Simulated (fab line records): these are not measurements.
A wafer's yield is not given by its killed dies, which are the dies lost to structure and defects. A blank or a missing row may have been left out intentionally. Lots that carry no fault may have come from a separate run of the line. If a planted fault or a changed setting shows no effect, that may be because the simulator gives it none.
Code-filled problem report in 8D (eight disciplines) form :: flow berkeley cmos170 :: the parts of the form that need people (team, actions taken, sign-off) are left out

## 1. THE ISSUE
run length s at UCB170_GATE_ETCH_15 reads a mean of 62.0 s on 3 wafers of 2 lots; wafers without a fault read 84.6 s with a standard deviation of 0.4. That puts it -56 standard deviations away from the usual mean.
The step: etches poly-Si in HBr/Cl2, stops on SiO2, time 56.3 s, target depth 278.2 nm.
First observed at day 8 00:08: wafer L486.4, on rie si-02. The record has a number at this step for 18 wafers belonging to 6 lots. Rule for "out", or "out of limits": more than 4 standard deviations from the usual mean. All remaining wafers that have a number are taken as sound.

## 2. WHAT IT IS, WHAT IT ISN'T
question: which readings at this step
is: run length s, oes product au
is not: drypump motor current A, throttle valve pct

question: which lots
is: L486, L488
is not: L479, L483, L491, L492

question: which wafers of those lots
is: L486.4, L486.5, L488.1
is not: L486.2, L488.2, L488.3

question: read on which tools
is: rie si-02
is not: rie si-01

question: when
is: from day 8 00:08
is not: up to then (7 sound wafers); but 8 sound wafers of L488, L491, L492 came after

## 3. SUSPECTS, AND WHAT RULES EACH OUT
Counting: if a tool at a process step up to the reading ran every lot that is out, it stays a suspect. Sound lots after the first of them don't rule it out here, since some wafers of a struck lot are sound.
- rie si-02 at UCB170_GATE_ETCH_15 (etches poly-Si in HBr/Cl2, stops on SiO2, time 56.3 s, target depth 278.2 nm): kept. Ran every lot that is out, first one L486 (day 8 00:08); last sound lot up to then L483 (day 7 23:40). Its own readings are out on those wafers: oes product au, run length s.
- rie si-02, UCB170_GATE_ETCH_15: wafers that are out in chamber 0, sound lot-mates in chambers 2, 3.
Left after counting: rie si-02 at UCB170_GATE_ETCH_15.

## 4. THE CAUSE (what the simulator had put in)
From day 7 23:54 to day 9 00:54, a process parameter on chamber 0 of rie si-02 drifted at UCB170_GATE_ETCH_15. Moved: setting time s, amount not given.
Counting left only this tool.

## 5. THE EFFECT CHAIN, in route order
One row per reading whose mean, taken over the struck wafers that have a number, lies over 3 standard deviations from the usual. Only readings for which the record gives a usual standard deviation are gone through. hours: the time from each lot's start at the first step in this table that gives one to its start at this step, as a median over the lots. sigmas: the change in usual standard deviations.
hours: 0
step: UCB170_GATE_ETCH_15
reading: oes product au
usual: 0.824 a.u.
on struck wafers: 0.956
change: +0.132
sigmas: +8.8

hours: 0
step: UCB170_GATE_ETCH_15
reading: run length s
usual: 84.6 s
on struck wafers: 62.0
change: -22.6
sigmas: -56
Here are the process steps it includes:
- UCB170_GATE_ETCH_15: etches poly-Si in HBr/Cl2, stops on SiO2, time 56.3 s, target depth 278.2 nm.

## 6. WHAT WOULD HAVE CAUGHT IT SOONER
In this record the first reading out of limits was taken at day 8 00:08, 0 hours after the fault began at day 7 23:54.
